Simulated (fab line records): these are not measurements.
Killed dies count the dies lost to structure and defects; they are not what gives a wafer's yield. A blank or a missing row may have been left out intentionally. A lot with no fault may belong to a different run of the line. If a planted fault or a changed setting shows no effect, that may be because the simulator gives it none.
Which of the tools did it? -- flow berkeley cmos170 -- Sampling: 14 lots, 42 wafers, 2 of 331 route steps

== WHAT EACH GAUGE READ, for each wafer ==
UCB170_NWELL_TW_MEAS_16.
lot,measured,on,NWELL_TW
L347,day 2 10:03,film metro-01,1254 1253 1250
L348,day 2 15:08,film metro-01,1257 1253 1251
L349,day 2 18:38,film metro-02,1270 1258 1263
L351,day 3 00:25,film metro-02,1250 1258 1257
L352,day 3 03:31,film metro-01,1249 1257 1253
L354,day 3 18:58,film metro-03,1240 1242 1249
L355,day 4 00:58,film metro-01,1256 1250 1247
L362,day 5 13:04,film metro-01,1249 1253 1254
L363,day 5 20:10,film metro-01,1245 1243 1252
L365,day 6 05:49,film metro-02,1250 1250 1248
L367,day 6 14:45,film metro-02,1256 1262 1243
L368,day 7 00:02,film metro-03,1241 1237 1244
L369,day 7 00:18,film metro-01,1251 1253 1255
L370,day 7 11:56,film metro-02,1256 1250 1254

UCB170_PFIELD_OVL_MEAS_06.
lot,measured,on,PFIELD_OVL (nm)
L347,day 4 14:11,overlay-01,-4 -2 -1
L348,day 4 14:34,overlay-02,9 7 9
L349,day 5 02:56,overlay-02,-2 0 -3
L351,day 5 02:57,overlay-01,-3 -2 -2
L352,day 5 02:53,overlay-01,16 20 10
L354,day 5 18:32,overlay-01,12 13 11
L355,day 5 23:38,overlay-02,-1 2 4
L362,day 7 14:26,overlay-01,6 9 4
L363,day 7 16:52,overlay-01,-3 1 -5
L365,day 8 00:04,overlay-02,-1 -1 1
L367,day 8 11:20,overlay-01,0 4 2
L368,day 8 21:36,overlay-01,4 5 2
L369,day 9 08:13,overlay-01,10 10 11
L370,day 9 14:16,overlay-01,-7 -5 -6

== WHICH TOOL RAN EACH LOT (tool, then ch and the chambers of the sampled wafers, then the start) ==
Record: no process step prior to these readings.

== AS READ BY THE TOOLS THEMSELVES (means over the sampled wafers that have a number; for cases with no such wafer, the mark the record gives instead) ==
The record holds no such reading with a usual standard deviation.

== THE ANSWER, worked out from the rows above alone ==
Rule: the usual values come from the lots themselves. The widest of any qualifying gaps counts: lots, ordered by their means at a reading, are off when they make up no more than a third of the lots, leave a main group of 4 or more, and stand apart from it by 3 or more times the standard deviation of that group's means. A main group is skipped when, at the precision printed for the reading in the tables above, its means are all equal. Also off: a lot with no number at a reading for which 4 or more lots have one. Where the step has rows for the other lots, those lots are counted as sound. After the gauges, taken in route order, come the tools' own readings; for these a lot's mean is taken, as printed above. The first step at which some lot is off is used, and at that step the reading that is off furthest; a lot without a number counts as furthest.
No lot is off at any reading shown: from this, nothing can be told.

== WHAT HAD BEEN PUT IN BY THE SIMULATOR ==
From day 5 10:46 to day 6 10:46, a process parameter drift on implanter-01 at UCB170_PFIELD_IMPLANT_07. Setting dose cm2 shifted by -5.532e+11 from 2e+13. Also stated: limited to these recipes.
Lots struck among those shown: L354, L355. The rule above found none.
